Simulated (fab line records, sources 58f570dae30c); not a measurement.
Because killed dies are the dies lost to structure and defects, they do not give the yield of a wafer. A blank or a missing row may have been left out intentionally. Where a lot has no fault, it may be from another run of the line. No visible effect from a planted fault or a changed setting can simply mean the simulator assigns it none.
fab line records | flow berkeley_cmos170
record: lots: 14 wafers: 42 last_day: 12
route steps=331 shown START@4 ZERO@9 NVT@112 PVT@121
lots with no fault: from the same line, run without faults
start_h: hours from the record's opening day to when the first of the lot's shown wafers began | wait_h: time in hours since the lot's previous step | " unchanged from the row above | L1.1+2: a row that stands for several wafers | - no value, or no start given | * or withheld: withheld | < > ~ a bound
route shown NAME@n: NAME is a module with steps in the file, n the number in the route of the first one | usual: average and standard deviation across the fault-free wafers | same: alike in all rows | chamber/n: place in a boat | sites: readings site by site | _std_site: how widely they spread, as a standard deviation | _edge_site: inner sites' mean taken away from outer sites' mean | radius_mm: for every site, how far away it sits from the centre of the wafer | mask NAME#n: copy n | behind: the tool/chamber that last shaped the wafer | hold: why the lot went on hold/how many hours it stayed there/how the hold came to an end | device: the n, p or np transistor that did not switch | end of line: the tests these same wafers got at the end of their route | step lacking rows: just its recipe | killed: dies that structure and defects cost at the first sort, which is not the same as the wafer's yield | map: a wafer's dies, marking killed ones x, the rest . and places with no die _
set.NAME: the run value of the setting; set.NAME@STEP: its run value at that earlier step | model.NAME: the simulator's own value behind a step, which no gauge read
a sample of lots followed through the steps of the route, with each step as a table and each wafer as a row
services: the hour from which a tool's chamber was out of use, counted from the record's first day as start_h (under 0 if before that day), plus the number of hours and why
== steps ==
step: UCB170_START_THK_MEAS_03
recipe: reads: SiO2_of_START_OXIDATION_02
usual: START_OXIDE_THK: 20.0/0.37
columns lot.wafer tool chamber start_h wait_h START_OXIDE_THK[nm]
L161.2 film_metro-02 - 13.76 0.0 19.2
L161.3 " - " " 19.3
L161.6 " - " " 19.1
L162.2 film_metro-01 - 19.15 0.0 19.8
L162.4 " - " " 19.9
L162.6 " - " " 20.0
L164.1 film_metro-01 - 28.84 0.0 20.2
L164.4 " - " " 20.6
L164.6 " - " " 20.3
L167.2 film_metro-03 - 45.32 0.0 20.3
L167.4 " - " " 20.7
L167.6 " - " " 20.2
L168.3 film_metro-03 - 49.33 0.0 20.5
L168.4 " - " " 20.0
L168.6 " - " " 20.2
L169.2 film_metro-01 - 53.88 0.0 19.8
L169.4 " - " " 19.5
L169.6 " - " " 19.3
L170.1 film_metro-03 - 60.43 0.0 20.0
L170.4 " - " " 20.1
L170.5 " - " " 19.8
L172.2 film_metro-03 - 66.95 0.0 19.6
L172.3 " - " " 20.0
L172.5 " - " " 19.3
L171.3 film_metro-02 - 66.96 0.0 20.5
L171.5 " - " " 20.1
L171.6 " - " " 20.1
L173.3 film_metro-01 - 73.91 0.0 19.7
L173.5 " - " " 19.7
L173.6 " - " " 19.8
L175.1 film_metro-02 - 85.30 0.0 19.5
L175.2 " - " " 19.5
L175.4 " - " " 19.6
L182.1 film_metro-01 - 119.23 0.0 19.8
L182.2 " - " " 20.0
L182.6 " - " " 19.6
L183.2 film_metro-03 - 124.49 0.0 20.2
L183.3 " - " " 20.7
L183.4 " - " " 20.3
L184.1 film_metro-03 - 129.93 0.0 20.6
L184.2 " - " " 20.6
L184.5 " - " " 21.0
step: UCB170_ZERO_EXPOSE_03
recipe: mask_id: PM_MARKS na: 0.5 sigma_outer: 0.6 source_shape: conventional target_cd_nm: 4000 dose_mj: 30
usual: exposure_dose_mJ_cm2: 30.003/0.026 focus_offset_nm: 0.0/0.54
columns lot.wafer tool chamber start_h wait_h mask exposure_dose_mJ_cm2 focus_offset_nm
L161.2 krf_scanner-01 0 18.95 0.2 PM_MARKS#0 30.037 0.2
L161.3 " 0 " " PM_MARKS#0 30.047 0.7
L161.6 " 0 " " PM_MARKS#0 30.027 0.2
L162.2 krf_scanner-01 0 22.23 0.1 PM_MARKS#0 29.990 0.7
L162.4 " 0 " " PM_MARKS#0 30.008 -0.8
L162.6 " 0 " " PM_MARKS#0 30.040 -0.3
L164.1 krf_scanner-01 0 32.29 0.1 PM_MARKS#0 30.024 0.0
L164.4 " 0 " " PM_MARKS#0 30.032 -0.7
L164.6 " 0 " " PM_MARKS#0 29.994 -0.4
L167.2 krf_scanner-01 0 49.99 0.1 PM_MARKS#0 29.998 -0.9
L167.4 " 0 " " PM_MARKS#0 30.028 -1.4
L167.6 " 0 " " PM_MARKS#0 30.054 -0.8
L168.3 krf_scanner-01 0 53.42 0.1 PM_MARKS#0 30.011 0.4
L168.4 " 0 " " PM_MARKS#0 29.998 0.2
L168.6 " 0 " " PM_MARKS#0 30.038 0.0
L169.2 krf_scanner-02 0 58.80 0.4 PM_MARKS#0 30.028 0.0
L169.4 " 0 " " PM_MARKS#0 30.001 0.2
L169.6 " 0 " " PM_MARKS#0 29.994 -0.1
L170.1 krf_scanner-01 0 68.54 0.2 PM_MARKS#0 29.996 -0.4
L170.4 " 0 " " PM_MARKS#0 30.013 -0.2
L170.5 " 0 " " PM_MARKS#0 30.011 -0.4
L172.2 krf_scanner-02 0 72.48 0.2 PM_MARKS#0 30.064 0.8
L172.3 " 0 " " PM_MARKS#0 29.986 0.7
L172.5 " 0 " " PM_MARKS#0 30.005 0.2
L171.3 krf_scanner-02 - 72.61 0.4 PM_MARKS#0 - -
L171.5 " - " " PM_MARKS#0 - -
L171.6 " - " " PM_MARKS#0 - -
L173.3 krf_scanner-02 - 77.12 0.1 PM_MARKS#0 - -
L173.5 " - " " PM_MARKS#0 - -
L173.6 " - " " PM_MARKS#0 - -
L175.1 krf_scanner-01 0 90.65 0.2 PM_MARKS#0 29.975 -0.3
L175.2 " 0 " " PM_MARKS#0 30.003 -0.7
L175.4 " 0 " " PM_MARKS#0 30.000 -0.7
L182.1 krf_scanner-02 0 122.29 0.1 PM_MARKS#0 30.030 0.3
L182.2 " 0 " " PM_MARKS#0 30.067 -0.3
L182.6 " 0 " " PM_MARKS#0 30.061 0.0
L183.2 krf_scanner-02 0 129.74 0.1 PM_MARKS#0 30.056 0.5
L183.3 " 0 " " PM_MARKS#0 29.997 0.0
L183.4 " 0 " " PM_MARKS#0 30.036 0.1
L184.1 krf_scanner-01 0 134.73 0.2 PM_MARKS#0 29.999 0.3
L184.2 " 0 " " PM_MARKS#0 30.012 0.1
L184.5 " 0 " " PM_MARKS#0 30.033 -0.3
step: UCB170_ZERO_ETCH_06
recipe: chemistry: CHF3/CF4/Ar target: SiO2 time_s: 12 pressure_mtorr: 100 rf_w: 500 CHF3_flow_sccm: 50 cf4_flow_sccm: 10 Ar_flow_sccm: 120 over_etch_frac: 1.58
usual: CHF3_flow_sccm: 50.03/0.15 drypump_motor_current_A: 5.8/0.44 oes_product_au: 0.620/0.0086 throttle_valve_pct: 9.23/0.17
columns lot.wafer tool chamber start_h wait_h CHF3_flow_sccm drypump_motor_current_A oes_product_au rf_hours_counter_h throttle_valve_pct
L161.2 rie_diel-02 1 19.42 - 49.98 5.4 0.632 21 9.15
L161.3 " 3 " " 50.22 5.8 0.617 133 9.60
L161.6 " 1 " " 50.19 5.4 0.622 - 9.13
L162.2 rie_diel-02 0 22.80 - 49.98 6.4 0.608 99 9.10
L162.4 " 2 " " 49.96 5.3 0.633 78 9.18
L162.6 " 2 " " 50.14 5.4 0.634 - 9.18
L164.1 rie_diel-04 3 32.84 - 50.29 5.9 0.620 51 9.35
L164.4 " 1 " " 50.12 5.9 0.623 58 9.12
L164.6 " 3 " " 50.03 5.9 0.618 - 9.35
L167.2 rie_diel-03 2 50.55 - 50.09 5.0 0.614 70 9.23
L167.4 " 0 " " 49.80 5.7 0.620 27 9.24
L167.6 " 0 " " 50.09 5.8 0.619 - 9.25
L168.3 rie_diel-03 3 54.24 - 50.15 6.4 0.612 49 8.96
L168.4 " 1 " " 50.23 5.7 0.629 108 9.05
L168.6 " 0 " " 49.95 5.8 0.622 - 9.25
L169.2 rie_diel-02 0 59.18 - 49.86 6.4 0.603 101 9.10
L169.4 " 2 " " 50.03 5.3 0.630 80 9.18
L169.6 " 3 " " 49.98 5.8 0.610 - 9.61
L170.1 rie_diel-02 0 68.93 - 50.11 6.4 0.609 101 9.11
L170.4 " 1 " " 50.19 5.4 0.622 24 9.15
L170.5 " 2 " " 49.96 5.3 0.626 - 9.17
L172.2 rie_diel-04 2 72.85 - 49.89 5.4 0.613 15 9.42
L172.3 " 3 " " 49.88 5.9 0.620 53 9.32
L172.5 " 1 " " 49.60 5.9 0.629 - 9.11
L171.3 rie_diel-02 1 73.13 - 50.20 5.4 0.372 25 9.15
L171.5 " 1 " " 49.95 5.4 0.388 - 9.13
L171.6 " 0 " " 49.99 6.4 0.373 - 9.10
L173.3 rie_diel-02 3 77.57 - 50.06 5.7 0.369 136 9.59
L173.5 " 2 " " 50.00 5.3 0.390 - 9.16
L173.6 " 3 " " 50.09 5.8 0.376 - 9.60
L175.1 rie_diel-03 0 91.05 - 49.93 5.8 0.621 29 9.25
L175.2 " 3 " " 49.81 6.5 0.604 50 8.99
L175.4 " 2 " " 50.20 5.0 0.611 71 9.22
L182.1 rie_diel-04 1 122.69 - 50.13 5.9 0.625 62 9.14
L182.2 " 0 " " 49.95 6.5 0.621 131 9.23
L182.6 " 3 " " 50.19 5.9 0.613 - 9.34
L183.2 rie_diel-02 0 130.11 - 49.95 6.4 0.606 104 9.10
L183.3 " 2 " " 50.18 5.4 0.636 83 9.17
L183.4 " 3 " " 50.11 5.8 0.619 - 9.60
L184.1 rie_diel-03 1 135.12 - 49.76 5.7 0.635 110 9.06
L184.2 " 0 " " 50.20 5.8 0.620 30 9.26
L184.5 " 2 " " 49.87 5.0 0.619 - 9.23
step: UCB170_NVT_STRIP_08
recipe: chemistry: O2 power_w: 400 pressure_mtorr: 3500 platen_temp_c: withheld o2_flow_sccm: 400 overash_fraction: 0.5
usual: drypump_motor_current_A: 5.7/0.58 oes_product_au: 0.735/0.0043 strip_time_to_endpoint_s: 21.61/0.06
columns lot.wafer tool chamber start_h wait_h drypump_motor_current_A oes_product_au rf_hours_counter_h strip_time_to_endpoint_s
L161.2 plasma_asher-01 0 107.37 0.1 6.1 0.734 32 21.60
L161.3 " 1 " " 5.8 0.729 - 21.62
L161.6 " 0 " " 6.1 0.744 - 21.61
L162.2 plasma_asher-01 0 114.90 0.1 6.1 0.736 33 21.57
L162.4 " 1 " " 5.8 0.738 - 21.55
L162.6 " 0 " " 6.1 0.730 - 21.52
L164.1 plasma_asher-02 1 124.38 0.1 4.7 0.740 42 21.44
L164.4 " 0 " " 6.4 0.733 - 21.52
L164.6 " 0 " " 6.4 0.733 - 21.49
L168.3 plasma_asher-01 1 147.03 0.1 5.8 0.728 - 21.66
L168.4 " 0 " " 6.1 0.732 - 21.62
L168.6 " 1 " " 5.8 0.740 - 21.61
L172.2 plasma_asher-01 1 153.10 0.1 5.8 0.734 38 21.55
L172.3 " 1 " " 5.8 0.739 - 21.63
L172.5 " 1 " " 5.8 0.738 - 21.62
L169.2 plasma_asher-02 1 153.41 0.1 4.7 0.739 44 21.74
L169.4 " 0 " " 6.4 0.728 - 21.60
L169.6 " 0 " " 6.5 0.738 - 21.71
L167.2 plasma_asher-01 1 153.82 0.1 5.8 0.736 38 21.54
L167.4 " 1 " " 5.8 0.737 - 21.57
L167.6 " 0 " " 6.1 0.734 - 21.53
L170.1 plasma_asher-02 0 153.84 0.1 6.4 0.744 44 21.70
L170.4 " 0 " " 6.4 0.743 - 21.72
L170.5 " 0 " " 6.4 0.740 - 21.70
L175.1 plasma_asher-01 1 192.55 0.1 5.8 0.741 42 21.57
L175.2 " 0 " " 6.1 0.738 42 21.57
L175.4 " 0 " " 6.1 0.724 - 21.61
L182.1 plasma_asher-04 1 215.10 0.1 5.4 0.732 51 21.57
L182.2 " 0 " " 5.0 0.739 51 21.66
L182.6 " 1 " " 5.5 0.732 - 21.59
L183.2 plasma_asher-02 0 225.21 0.1 6.4 0.737 51 21.47
L183.3 " 1 " " 4.7 0.737 - 21.59
L183.4 " 0 " " 6.4 0.737 - 21.58
L184.1 plasma_asher-01 0 225.23 0.1 6.1 0.729 46 21.69
L184.2 " 1 " " 5.8 0.738 46 21.71
L184.5 " 1 " " 5.8 0.741 - 21.69
step: UCB170_PVT_OVL_MEAS_06
usual: PVT_OVL: -1/5.4
columns lot.wafer tool chamber start_h wait_h PVT_OVL[nm]
L161.2 overlay-02 - 109.64 - 2
L161.3 " - " " -9
L161.6 " - " " -2
L162.2 overlay-02 - 116.26 - 0
L162.4 " - " " 0
L162.6 " - " " 4
L164.1 overlay-02 - 126.03 - 7
L164.4 " - " " 2
L164.6 " - " " 6
L168.3 overlay-01 - 148.69 - -3
L168.4 " - " " -9
L168.6 " - " " -1
L172.2 overlay-02 - 155.53 - -1
L172.3 " - " " -4
L172.5 " - " " 0
L170.1 overlay-01 - 155.80 - -2
L170.4 " - " " -3
L170.5 " - " " -3
L167.2 overlay-02 - 155.84 - -8
L167.4 " - " " -11
L167.6 " - " " -10
L169.2 overlay-02 - 156.05 - -9
L169.4 " - " " 1
L169.6 " - " " -7
L175.1 overlay-02 - 195.00 - 2
L175.2 " - " " 2
L175.4 " - " " 9
L182.1 overlay-02 - 216.64 - 4
L182.2 " - " " 0
L182.6 " - " " 7
L183.2 overlay-01 - 226.90 - 0
L183.3 " - " " -5
L183.4 " - " " -3
L184.1 overlay-01 - 227.05 - 13
L184.2 " - " " 3
L184.5 " - " " 8
== services ==
columns tool chamber start_h hours kind
krf_scanner-01 - 4.94 0.3 repair
krf_scanner-01 - 7.68 0.8 pm
plasma_asher-02 - 16.44 1.4 repair
rie_diel-03 2 26.46 4.2 repair
krf_scanner-02 - 37.24 1.0 pm
plasma_asher-02 - 38.14 0.6 repair
rie_diel-02 - 51.41 0.7 repair
krf_scanner-01 - 54.30 4.4 pm
rie_diel-03 - 61.56 4.3 pm
rie_diel-02 0 62.11 4.4 repair
krf_scanner-01 - 71.10 1.3 pm
krf_scanner-02 - 77.29 0.8 pm
plasma_asher-02 - 87.94 1.9 repair
rie_diel-03 0 95.14 6.9 repair
rie_diel-02 1 117.27 25.0 repair
krf_scanner-02 - 126.22 1.3 pm
rie_diel-02 0 136.40 9.7 repair
rie_diel-02 - 155.32 28.1 pm
krf_scanner-01 - 157.78 1.0 pm
krf_scanner-01 - 176.48 0.8 pm
rie_diel-02 1 199.15 23.7 repair
krf_scanner-02 - 206.23 1.0 pm
krf_scanner-01 - 212.20 0.4 repair
rie_diel-02 - 222.53 1.1 repair
== key ==
first_sign: step: UCB170_ZERO_EXPOSE_03 reading: tool_record direction: missing
effect: step: UCB170_ZERO_ETCH_06 reading: oes_product_au direction: down sigmas: 28 usual: 0.620 struck: 0.378
met_at UCB170_ZERO_EXPOSE_03
struck_lots L171,L173
later_rows_left_out L171.3,L171.5,L171.6,L173.3,L173.5,L173.6
sort_left_out L171.3,L171.5,L171.6,L173.3,L173.5,L173.6
tester_left_out L171,L173
not_acting_at UCB170_START_THK_MEAS_03,UCB170_NVT_STRIP_08,UCB170_PVT_OVL_MEAS_06
onset_between 72.48 72.61
fault: kind: skipped_step_whole tool: krf_scanner-02 chamber: - onset_h: 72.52 steps: UCB170_ZERO_EXPOSE_03 scope: struck_lots_only
tester_left_out: of these lots the tester's yield and bins aren't shown, on N5 and GAA mostly nor the transistor test; their killed dies are dies lost to structure and defects alone, not to doping, threshold or leakage, so they don't give the yield
sort_left_out: the simulated sort isn't trusted on such a fault, so these wafers' sort isn't shown, and their yield isn't known
later_rows_left_out: the simulator's readings of these wafers behind a module that went badly wrong aren't trusted and aren't shown, but for the sort
